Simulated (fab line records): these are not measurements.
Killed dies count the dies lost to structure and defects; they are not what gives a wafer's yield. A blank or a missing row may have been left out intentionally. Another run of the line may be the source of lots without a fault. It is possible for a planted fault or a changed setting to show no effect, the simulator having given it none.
A single fault, viewed from 2 desks | flow berkeley cmos170 | every desk sees just its own numbers, and what lay behind them comes last

== AT THE TOOL OWNER'S DESK: implanter-02 ==
For each lot that ran on this tool, the mean over its sampled wafers that have a number, from the tool's own readings at UCB170_PLDD_IMPLANT_09. The brackets show how far a lot's mean lies from the usual mean; more than 4 standard deviations puts the lot out of limits, marked OUT.
Columns: A = dose ions cm2 at UCB170_PLDD_IMPLANT_09, usual 5.001e+13; B = faraday current uA at UCB170_PLDD_IMPLANT_09, usual 158.4
lot  | first seen here | A                           | B
L763 | day 7 08:44     | 5.003e+13                   | 159.6
L761 | day 7 09:19     | 5.007e+13                   | 161.9
L765 | day 8 00:14     | 5.000e+13                   | 160.9
L768 | day 8 18:50     | 5.006e+13                   | 159.5
L778 | day 11 06:41    | 3.351e+13 (-99 or more) OUT | 105.3 (-19) OUT
L780 | day 11 07:13    | 3.353e+13 (-99 or more) OUT | 105.1 (-19) OUT
This desk finds L778, L780 out of limits, L778 being first, at day 11 06:41 (dose ions cm2 at UCB170_PLDD_IMPLANT_09). Within limits: L763, L761, L765, L768.

== AT THE METROLOGY DESK ==
What the gauges read for every lot (on any tool): the sampled wafers with a number, averaged. The brackets show how far a lot's mean lies from the usual mean; more than 4 standard deviations puts the lot out of limits, marked OUT.
Columns: A = PLDD_TW at UCB170_PLDD_TW_MEAS_11, usual 1014; B = cd nm at UCB170_NSD_CD_MEAS_06, usual 1200.1 nm; C = PLDD_RS at UCB170_SDANNEAL_RS_MEAS_04, usual 1030.8 ohm/sq
lot  | first seen here | A             | B      | C
L763 | day 7 08:59     | 1010          | 1198.6 | 1027.5
L761 | day 7 09:34     | 1017          | 1200.5 | 1027.9
L762 | day 7 10:37     | 1020          | 1198.5 | 1031.4
L765 | day 8 00:28     | 1012          | 1202.5 | 1029.8
L766 | day 8 01:11     | 1007          | 1197.8 | 1036.6
L767 | day 8 09:00     | 1017          | 1198.8 | 1031.8
L770 | day 8 18:19     | 1012          | 1201.1 | 1033.6
L771 | day 8 18:58     | 1017          | 1199.8 | 1031.2
L768 | day 8 19:05     | 1009          | 1200.3 | 1027.6
L769 | day 8 20:09     | 1017          | 1199.7 | 1027.8
L773 | day 9 22:23     | 1013          | 1198.9 | 1033.3
L778 | day 11 06:56    | 952 (-12) OUT | 1199.7 | 1191.5 (+62) OUT
L780 | day 11 07:28    | 953 (-12) OUT | 1201.0 | 1192.5 (+62) OUT
L781 | day 12 00:06    | 1011          | 1199.8 | 1031.0
This desk reports L778, L780 out of limits; the earliest was L778 at day 11 06:56 (PLDD_TW at UCB170_PLDD_TW_MEAS_11). Within limits: L763, L761, L762, L765, L766, L767, L770, L771, L768, L769, L773, L781.

== PUT TOGETHER ==
At day 11 06:41, on L778, L780, the tool owner's desk was in a position to raise an alarm.
On L778, L780, the metrology desk was in a position to raise an alarm at day 11 06:56.
Every lot named ran UCB170_PLDD_IMPLANT_09 on implanter-02.

== WHAT HAD BEEN PUT IN BY THE SIMULATOR ==
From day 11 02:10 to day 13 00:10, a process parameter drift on implanter-02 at UCB170_PLDD_IMPLANT_09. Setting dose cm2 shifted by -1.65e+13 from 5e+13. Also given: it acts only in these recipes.
Shown lots that were struck: L778, L780.
Hours from the fault's start to each desk's first reading out of limits: the tool owner's desk, 5; the metrology desk, 5.
